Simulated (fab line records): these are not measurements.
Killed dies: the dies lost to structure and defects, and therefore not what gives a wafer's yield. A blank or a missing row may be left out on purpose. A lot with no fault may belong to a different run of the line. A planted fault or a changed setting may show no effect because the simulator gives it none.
Problem report, 8D (eight disciplines) form, completed by code :: flow berkeleyCmos170 :: the parts of the form that need people (team, actions taken, sign-off) are left out

1. PROBLEM STATEMENT
UCB170_M1_METAL_ETCH_12, runLengthS: mean 149.19 s on 3 wafers (1 lot); fault-free wafers 158.19 s, standard deviation 0.24. Measured from the usual mean, that is -38 standard deviations.
The step: etches Al in Cl2/BCl3, stops on PSG, target depth 780 nm, time 130 s.
First observed at day 12 20:16: wafer L228.2, on rieMetal-04. The record has a number at this step for 15 wafers belonging to 5 lots. Rule for "out" (also "out of limits"): further than 4 standard deviations from the usual mean. The other wafers with a number count as sound.

2. WHAT IT IS; WHAT IT IS NOT
question: which readings at this step
is: runLengthS
is not: drypumpMotorCurrentA, throttleValvePct

question: which lots
is: L228
is not: L215, L222, L227, L232

question: which wafers of those lots
is: all that have a number
is not: -

question: read on which tools
is: rieMetal-04
is not: rieMetal-01, rieMetal-02

question: when
is: from day 12 20:16
is not: up to then (12 sound wafers)

3. SUSPECTS, AND WHAT RULES EACH OUT
Counting: a tool stays on the suspect list if, at a process step up to the reading, it processed all lots that are out and no sound lot following the first of them.
- pvdSputter-02 at UCB170_M1_SPUTTER_00 (material Al, target thk 600 nm, time 80 s): kept. It ran the lot that is out, L228 (day 12 18:56), and no sound lot after that; its last sound lot up to then is L227 (day 12 03:49).
- rieDiel-01 at UCB170_M1_ETCH_11 (etches BARC in N2/H2): kept. It ran the lot that is out, L228 (day 12 20:11), and no sound lot after that; its last sound lot up to then is L232 (day 12 17:50).
- rieMetal-04 at UCB170_M1_METAL_ETCH_12 (etches Al in Cl2/BCl3, stops on PSG, target depth 780 nm, time 130 s): kept. It ran the lot that is out, L228 (day 12 20:16), and no sound lot after that; its last sound lot up to then is L215 (day 9 07:25). Out on those wafers are its own readings of runLengthS.
Still standing after the count: pvdSputter-02 at UCB170_M1_SPUTTER_00, rieDiel-01 at UCB170_M1_ETCH_11, rieMetal-04 at UCB170_M1_METAL_ETCH_12.

4. THE CAUSE (what the simulator had put in)
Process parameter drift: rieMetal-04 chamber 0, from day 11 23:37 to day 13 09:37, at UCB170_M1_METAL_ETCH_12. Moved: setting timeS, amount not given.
Of the 3 suspects that counting leaves, this tool is one.

5. THE CHAIN OF EFFECTS, in route order
Rows list readings where the struck wafers' mean (over those with a number) sits beyond 3 standard deviations from the usual. Readings are gone through only where the record gives a usual standard deviation; hours: the median, over the lots, of the time from a lot's start at the first step in this table giving one to that lot's start at this step; sigmas: the change measured in usual standard deviations.
hours: 0
step: UCB170_M1_METAL_ETCH_12
reading: runLengthS
usual: 158.19 s
on struck wafers: 149.19
change: -9.00
sigmas: -38
Process steps it contains:
- UCB170_M1_METAL_ETCH_12: etches Al in Cl2/BCl3, stops on PSG, target depth 780 nm, time 130 s.

6. WHAT WOULD HAVE CAUGHT IT SOONER
In this record the first reading out of limits was taken at day 12 20:16, 21 hours after the fault began at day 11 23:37.
